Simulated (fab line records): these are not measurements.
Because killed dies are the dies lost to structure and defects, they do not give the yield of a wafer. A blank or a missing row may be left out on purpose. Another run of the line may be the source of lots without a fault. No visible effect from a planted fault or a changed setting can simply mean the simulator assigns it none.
fab line records ; flow ritCmos
record: lots: 14; wafers: 42; lastDay: 7
route steps=202 shown ACTIVE@1 NWELL@37 GATE@95 M1@194
lots that met no fault: from a run of the same line without faults
startH: hours from the record's opening day to when the first of the lot's shown wafers began ; waitH: time in hours since the lot's previous step ; " identical to the entry in the row above ; L1.1+2: one row covering several wafers at once ; - either no value or no given start ; * or withheld: withheld ; < > ~ a bound
route shown NAME@n: names a module that has steps shown in the file, with the first one's number in the route ; usual: mean/standard deviation of fault-free wafers ; same: alike in all rows ; chamber/n: place in a boat ; sites: readings site by site ; _std_site: the values' standard deviation ; _edge_site: outer sites' mean less inner sites' ; radiusMm: for every site, how far away it sits from the centre of the wafer ; mask NAME#n: copy n ; behind: tool/chamber where the wafer was last shaped ; hold: why the lot was held/for how many hours/how that ended ; device: whichever transistor did not switch (one of n, p or np) ; end of line: tests run on the same wafers once the route is complete ; a step without rows: its recipe alone ; killed: count of dies lost to structure and defects at first sort (not the wafer's yield) ; map: a wafer's dies, x killed, . not, _ none there
set.NAME: the run value of the setting; set.NAME@STEP: its run value at that earlier step ; model.NAME: the simulator's own value behind a step, which no gauge read
one table for each step of the route and one row for each wafer, over a sample of lots
services: the hour from which a tool's chamber was out of use, counted from the record's first day as startH (under 0 if before that day), plus the number of hours and why
== steps ==
step: RIT_ACTIVE_BOW_MEAS_00
recipe: mode: bow
usual: INCOMING_BOW: 1/7.1
lot.wafer;tool;chamber;startH;waitH;INCOMING_BOW[um]
L673.2;filmMetro-02;-;10.02;-;7
L673.3;filmMetro-02;-;10.02;-;-10
L673.6;filmMetro-02;-;10.02;-;13
L675.1;filmMetro-02;-;20.00;-;-3
L675.2;filmMetro-02;-;20.00;-;4
L675.3;filmMetro-02;-;20.00;-;3
L676.2;filmMetro-02;-;25.02;-;2
L676.3;filmMetro-02;-;25.02;-;3
L676.5;filmMetro-02;-;25.02;-;1
L677.2;filmMetro-04;-;30.02;-;-15
L677.3;filmMetro-04;-;30.02;-;-3
L677.6;filmMetro-04;-;30.02;-;4
L680.2;filmMetro-04;-;45.02;-;-10
L680.5;filmMetro-04;-;45.02;-;5
L680.6;filmMetro-04;-;45.02;-;-4
L682.4;filmMetro-02;-;55.06;-;-2
L682.5;filmMetro-02;-;55.06;-;-11
L682.6;filmMetro-02;-;55.06;-;-2
L683.3;filmMetro-02;-;60.04;-;5
L683.4;filmMetro-02;-;60.04;-;-6
L683.6;filmMetro-02;-;60.04;-;20
L686.3;filmMetro-02;-;75.04;-;-4
L686.4;filmMetro-02;-;75.04;-;-4
L686.6;filmMetro-02;-;75.04;-;9
L687.3;filmMetro-02;-;80.04;-;-10
L687.5;filmMetro-02;-;80.04;-;-8
L687.6;filmMetro-02;-;80.04;-;-8
L688.2;filmMetro-04;-;85.02;-;-10
L688.3;filmMetro-04;-;85.02;-;3
L688.6;filmMetro-04;-;85.02;-;-1
L689.1;filmMetro-03;-;90.00;-;2
L689.2;filmMetro-03;-;90.00;-;9
L689.5;filmMetro-03;-;90.00;-;7
L690.1;filmMetro-02;-;95.00;-;11
L690.4;filmMetro-02;-;95.00;-;3
L690.6;filmMetro-02;-;95.00;-;-1
L691.2;filmMetro-04;-;100.02;-;-14
L691.3;filmMetro-04;-;100.02;-;-6
L691.5;filmMetro-04;-;100.02;-;12
L696.2;filmMetro-02;-;125.02;-;0
L696.3;filmMetro-02;-;125.02;-;7
L696.4;filmMetro-02;-;125.02;-;10
step: RIT_NWELL_STRIP_09
recipe: chemistry: O2; timeS: 180; resist: NOVOLAK; platenTempC: withheld; powerW: 500; pressureMtorr: 4000; o2FlowSccm: 4000
usual: drypumpMotorCurrentA: 5.4/0.42
lot.wafer;tool;chamber;startH;waitH;drypumpMotorCurrentA;rfHoursCounterH
L673.2;plasmaAsher-03;1;22.34;0.1;5.1;22
L673.3;plasmaAsher-03;0;22.34;0.1;6.1;-
L673.6;plasmaAsher-03;1;22.34;0.1;5.1;-
L675.1;plasmaAsher-02;1;31.75;0.1;4.9;36
L675.2;plasmaAsher-02;0;31.75;0.1;5.8;36
L675.3;plasmaAsher-02;1;31.75;0.1;4.9;-
L676.2;plasmaAsher-02;0;38.29;0.1;5.9;36
L676.3;plasmaAsher-02;0;38.29;0.1;5.8;-
L676.5;plasmaAsher-02;0;38.29;0.1;5.8;-
L677.2;plasmaAsher-03;1;41.53;0.1;5.1;24
L677.3;plasmaAsher-03;1;41.53;0.1;5.1;-
L677.6;plasmaAsher-03;0;41.53;0.1;6.1;-
L680.2;plasmaAsher-02;0;59.42;0.1;5.9;38
L680.5;plasmaAsher-02;0;59.42;0.1;5.9;-
L680.6;plasmaAsher-02;1;59.42;0.1;4.9;-
L682.4;plasmaAsher-04;0;67.88;0.1;5.6;-
L682.5;plasmaAsher-04;1;67.88;0.1;5.3;-
L682.6;plasmaAsher-04;0;67.88;0.1;5.6;-
L683.3;plasmaAsher-04;1;71.29;0.1;5.2;-
L683.4;plasmaAsher-04;0;71.29;0.1;5.6;-
L683.6;plasmaAsher-04;0;71.29;0.1;5.6;-
L686.3;plasmaAsher-03;0;88.38;0.1;6.0;-
L686.4;plasmaAsher-03;1;88.38;0.1;5.0;-
L686.6;plasmaAsher-03;0;88.38;0.1;6.1;-
L687.3;plasmaAsher-02;0;91.86;0.1;5.9;-
L687.5;plasmaAsher-02;1;91.86;0.1;4.9;-
L687.6;plasmaAsher-02;0;91.86;0.1;5.9;-
L688.2;plasmaAsher-02;0;95.94;0.1;5.9;43
L688.3;plasmaAsher-02;0;95.94;0.1;5.9;-
L688.6;plasmaAsher-02;1;95.94;0.1;4.9;-
L689.1;plasmaAsher-02;0;100.83;0.1;5.9;44
L689.2;plasmaAsher-02;1;100.83;0.1;4.9;44
L689.5;plasmaAsher-02;1;100.83;0.1;4.9;-
L690.1;plasmaAsher-04;0;106.78;0.1;5.6;47
L690.4;plasmaAsher-04;1;106.78;0.1;5.3;-
L690.6;plasmaAsher-04;0;106.78;0.1;5.6;-
L691.2;plasmaAsher-02;1;113.25;0.1;4.9;45
L691.3;plasmaAsher-02;1;113.25;0.1;4.9;-
L691.5;plasmaAsher-02;1;113.25;0.1;5.0;-
L696.2;plasmaAsher-04;1;135.64;0.1;5.2;2
L696.3;plasmaAsher-04;0;135.64;0.1;5.6;-
L696.4;plasmaAsher-04;1;135.64;0.1;5.3;-
step: RIT_GATE_ETCH_19
recipe: chemistry: SF6/CHF3/O2; timeS: 165; SF6_flow_sccm: 30; CHF3_flow_sccm: 30; O2_flow_sccm: 5; target: poly-Si; pressureMtorr: 40; rfW: 160; targetDepthA: 3125; overEtchFrac: 0.25; stopOn: SiO2
usual: drypumpMotorCurrentA: 5.9/0.37; oesProductAu: 0.845/0.015; rfFwdPowerW: 159.4/0.47; runLengthS: 193.1/0.48; throttleValvePct: 10.37/0.11
same: overEtchFrac: 0.25
lot.wafer;tool;chamber;startH;waitH;drypumpMotorCurrentA;oesProductAu;rfFwdPowerW;rfHoursCounterH;runLengthS;throttleValvePct
L673.2;rieSi-02;2;39.06;0.1;6.4;0.804;159.8;73;193.2;10.44
L673.3;rieSi-02;0;39.06;0.1;5.8;0.845;159.7;0;193.5;10.33
L673.6;rieSi-02;2;39.06;0.1;6.4;0.815;159.5;-;193.3;10.45
L675.1;rieSi-02;0;54.67;0.1;5.7;0.860;159.7;0;193.6;10.35
L675.2;rieSi-02;3;54.67;0.1;5.8;0.824;159.4;77;193.0;10.26
L675.3;rieSi-02;1;54.67;0.1;6.1;0.866;159.5;147;192.5;10.27
L676.2;rieSi-01;3;54.95;0.1;5.1;0.842;159.1;49;193.2;10.40
L676.3;rieSi-01;1;54.95;0.1;5.8;0.826;159.2;51;192.2;10.47
L676.5;rieSi-01;2;54.95;0.1;5.8;0.843;160.0;-;193.6;10.55
L677.2;rieSi-02;0;59.02;0.1;5.7;0.864;159.2;0;193.8;10.31
L677.3;rieSi-02;1;59.02;0.1;6.1;0.863;160.4;147;192.5;10.28
L677.6;rieSi-02;0;59.02;0.1;5.7;0.865;158.6;-;193.8;10.34
L680.2;rieSi-01;0;76.47;0.1;6.1;0.841;159.2;27;192.9;10.21
L680.5;rieSi-01;3;76.47;0.1;5.1;0.838;158.8;-;192.9;10.40
L680.6;rieSi-01;0;76.47;0.1;6.1;0.850;158.9;-;193.5;10.23
L682.4;rieSi-01;1;87.48;0.1;5.8;0.860;159.9;52;192.6;10.46
L682.5;rieSi-01;0;87.48;0.1;6.1;0.871;159.5;-;192.8;10.22
L682.6;rieSi-01;1;87.48;0.1;5.8;0.854;160.2;-;192.3;10.47
L683.3;rieSi-02;3;87.72;0.1;5.8;0.820;158.6;78;193.0;10.26
L683.4;rieSi-02;0;87.72;0.1;5.7;0.861;158.4;1;193.5;10.33
L683.6;rieSi-02;3;87.72;0.1;5.8;0.825;159.6;-;193.4;10.24
L686.3;rieSi-01;0;105.09;0.1;6.1;0.847;159.6;28;193.0;10.21
L686.4;rieSi-01;3;105.09;0.1;5.1;0.840;159.1;49;193.0;10.40
L686.6;rieSi-01;2;105.09;0.1;5.8;0.833;159.7;-;194.3;10.56
L687.3;rieSi-02;1;107.55;0.1;6.1;0.873;159.6;147;192.4;10.26
L687.5;rieSi-02;1;107.55;0.1;6.1;0.864;159.6;-;192.7;10.26
L687.6;rieSi-02;0;107.55;0.1;5.7;0.863;158.1;-;193.9;10.34
L688.2;rieSi-01;3;111.35;0.1;5.1;0.843;160.2;49;192.7;10.39
L688.3;rieSi-01;2;111.35;0.1;5.8;0.836;160.1;70;193.4;10.54
L688.6;rieSi-01;2;111.35;0.1;5.8;0.838;159.6;-;193.5;10.55
L689.1;rieSi-02;1;116.43;0.1;6.1;0.862;159.7;147;192.4;10.26
L689.2;rieSi-02;2;116.43;0.1;6.5;0.707;160.2;74;239.6;10.44
L689.5;rieSi-02;0;116.43;0.1;5.7;0.857;160.0;-;193.8;10.34
L690.1;rieSi-01;2;123.86;0.1;5.8;0.844;159.4;70;193.6;10.57
L690.4;rieSi-01;1;123.86;0.1;5.8;0.839;159.7;52;192.4;10.46
L690.6;rieSi-01;3;123.86;0.1;5.1;0.852;160.2;-;192.6;10.40
L691.2;rieSi-02;0;128.68;0.1;5.8;0.864;159.7;1;194.0;10.35
L691.3;rieSi-02;2;128.68;0.1;6.5;0.702;159.7;74;239.6;10.43
L691.5;rieSi-02;3;128.68;0.1;5.9;0.831;158.3;-;193.4;10.26
L696.2;rieSi-01;1;151.92;0.1;5.8;0.840;159.5;52;192.8;10.48
L696.3;rieSi-01;3;151.92;0.1;5.1;0.839;159.4;50;192.7;10.41
L696.4;rieSi-01;2;151.92;0.1;5.8;0.830;158.8;71;193.8;10.56
step: RIT_M1_OVL_MEAS_10
usual: M1_OVL: 0.9/1.5
lot.wafer;tool;chamber;startH;waitH;M1_OVL[nm]
L673.2;overlay-02;-;57.92;0.1;3.2
L673.3;overlay-02;-;57.92;0.1;3.8
L673.6;overlay-02;-;57.92;0.1;2.8
L676.2;overlay-01;-;74.80;0.1;2.8
L676.3;overlay-01;-;74.80;0.1;3.4
L676.5;overlay-01;-;74.80;0.1;2.1
L675.1;overlay-01;-;75.10;0.1;2.9
L675.2;overlay-01;-;75.10;0.1;0.9
L675.3;overlay-01;-;75.10;0.1;1.1
L677.2;overlay-02;-;76.44;0.1;-1.0
L677.3;overlay-02;-;76.44;0.1;3.2
L677.6;overlay-02;-;76.44;0.1;0.1
L680.2;overlay-01;-;96.50;0.1;2.1
L680.5;overlay-01;-;96.50;0.1;0.8
L680.6;overlay-01;-;96.50;0.1;0.1
L682.4;overlay-02;-;104.40;0.1;2.5
L682.5;overlay-02;-;104.40;0.1;-0.9
L682.6;overlay-02;-;104.40;0.1;-0.4
L683.3;overlay-02;-;106.24;0.1;3.2
L683.4;overlay-02;-;106.24;0.1;1.8
L683.6;overlay-02;-;106.24;0.1;0.4
L686.3;overlay-01;-;122.69;0.1;-1.3
L686.4;overlay-01;-;122.69;0.1;-2.1
L686.6;overlay-01;-;122.69;0.1;-2.8
L687.3;overlay-01;-;124.95;0.1;-0.6
L687.5;overlay-01;-;124.95;0.1;-1.0
L687.6;overlay-01;-;124.95;0.1;-0.1
L688.2;overlay-02;-;129.80;0.1;1.5
L688.3;overlay-02;-;129.80;0.1;2.0
L688.6;overlay-02;-;129.80;0.1;2.5
L689.1;overlay-02;-;134.50;0.1;1.5
L689.2;overlay-02;-;134.50;0.1;1.6
L689.5;overlay-02;-;134.50;0.1;1.8
L690.1;overlay-01;-;142.66;0.1;1.4
L690.4;overlay-01;-;142.66;0.1;0.3
L690.6;overlay-01;-;142.66;0.1;2.2
L691.2;overlay-02;-;145.95;0.1;2.3
L691.3;overlay-02;-;145.95;0.1;0.8
L691.5;overlay-02;-;145.95;0.1;1.7
L696.2;overlay-01;-;169.57;0.1;3.3
L696.3;overlay-01;-;169.57;0.1;2.7
L696.4;overlay-01;-;169.57;0.1;2.1
step: RIT_M1_PROBE_99
usual: killed_at_M0_to_M3: 0.0/0.12; killedAtContacts: 0.1/0.29; killedAtFrontEnd: 6/3; killedDies: 7/3.1; killedOpen: 3.2/1.9; killedShort: 3.3/1.9
same: grossDies: 264; killed_at_M4_up: 0; killedAtBackSide: 0; killedAtOther: 0
lot.wafer;tool;chamber;startH;waitH;killed_at_M0_to_M3;killedAtContacts;killedAtFrontEnd;killedDies;killedOpen;killedShort
L673.2;prober-01;-;60.99;0.1;0;1;5;6;3;3
L673.3;prober-01;-;61.04;0.2;0;0;3;3;2;1
L673.6;prober-01;-;61.19;0.2;0;0;6;6;3;3
L686.3;prober-01;-;125.76;0.2;0;0;10;10;4;6
L686.4;prober-01;-;125.81;0.2;0;2;10;12;4;7
L686.6;prober-01;-;125.91;0.2;0;0;1;1;0;1
L689.1;prober-02;-;137.21;0.1;0;0;3;3;2;1
L689.2;prober-02;-;137.26;0.1;0;0;5;5;3;2
L689.5;prober-02;-;137.41;0.2;0;0;4;4;3;1
L690.1;prober-01;-;145.22;0.1;0;0;6;6;4;2
L690.4;prober-01;-;145.37;0.2;0;0;6;6;1;5
L690.6;prober-01;-;145.47;0.2;0;0;2;2;0;2
killed by level:class
L673.2 GATE:geometricParticle:short=2 GATE:geometricParticle:open=2 SPACER:geometricParticle:open=1 CONTACT:geometricParticle:short=1
L673.3 SPACER:geometricParticle:open=2 GATE:geometricParticle:short=1
L673.6 GATE:geometricParticle:open=3 FOX2:geometricParticle:short=1 GATE:geometricParticle:short=1 SPACER:geometricParticle:short=1
L686.3 FOX1:geometricParticle:short=2 FOX1:geometricParticle:open=2 GATE:geometricParticle:short=2 FOX2:geometricParticle:open=1 SPACER:geometricParticle:open=1 SPACER:geometricParticle:short=1 SILICIDE:geometricParticle:short=1
L686.4 FOX2:geometricParticle:short=2 FOX2:geometricParticle:open=2 REOX:geometricParticle:short=2 FOX1:geometricParticle:short=1 GATE:geometricParticle:short=1 GATE:geometricParticle:open=1 REOX:geometricParticle:open=1 CONTACT:geometricParticle:short=1
L686.6 REOX:geometricParticle:short=1
L689.1 FOX1:geometricParticle:short=1 GATE:geometricParticle:open=1 SILICIDE:geometricParticle:open=1
L689.2 FOX1:geometricParticle:open=2 FOX1:geometricParticle:short=1 GATE:geometricParticle:short=1 SPACER:geometricParticle:open=1
L689.5 FOX1:geometricParticle:open=1 GATE:geometricParticle:open=1 SILICIDE:geometricParticle:short=1 SILICIDE:geometricParticle:open=1
L690.1 FOX1:geometricParticle:short=1 FOX1:geometricParticle:open=1 GATE:geometricParticle:open=1 REOX:geometricParticle:open=1 REOX:geometricParticle:short=1 SPACER:geometricParticle:open=1
L690.4 GATE:geometricParticle:short=3 REOX:geometricParticle:short=2 FOX1:geometricParticle:open=1
L690.6 FOX1:geometricParticle:short=1 SILICIDE:geometricParticle:short=1
== services ==
tool;chamber;startH;hours;kind
rieSi-02;-;49.39;0.2;repair
plasmaAsher-04;-;108.75;9.0;pm
plasmaAsher-04;0;108.75;9.0;ventCycle
plasmaAsher-04;1;108.75;9.0;ventCycle
plasmaAsher-04;0;117.75;-;clean
plasmaAsher-04;1;117.75;-;clean
rieSi-02;1;124.67;-;clean
rieSi-02;1;124.67;19.3;scheduledDown
rieSi-02;1;124.67;19.3;ventCycle
== key ==
firstSign: step: RIT_GATE_ETCH_19; reading: runLengthS; direction: up; sigmas: 97; usual: *; struck: *
effect: step: RIT_GATE_ETCH_19; reading: oesProductAu; direction: down; sigmas: 9.5; usual: 0.845; struck: 0.704
metAt RIT_GATE_ETCH_19
struckLots L689,L691
struckWafers L689.2,L691.3
testerLeftOut L689,L691
notActingAt RIT_ACTIVE_BOW_MEAS_00,RIT_NWELL_STRIP_09,RIT_M1_OVL_MEAS_10
onsetBetween 39.06 116.43
fault: kind: processParameterDrift; tool: rieSi-02; chamber: 2; onsetH: 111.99; steps: RIT_GATE_ETCH_19; channel: timeS; offset: *; shape: step; endH: 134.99; stated: *
testerLeftOut: of these lots the tester's yield and bins aren't shown, on N5 and GAA mostly nor the transistor test; their killed dies are dies lost to structure and defects alone, not to doping, threshold or leakage, so they don't give the yield
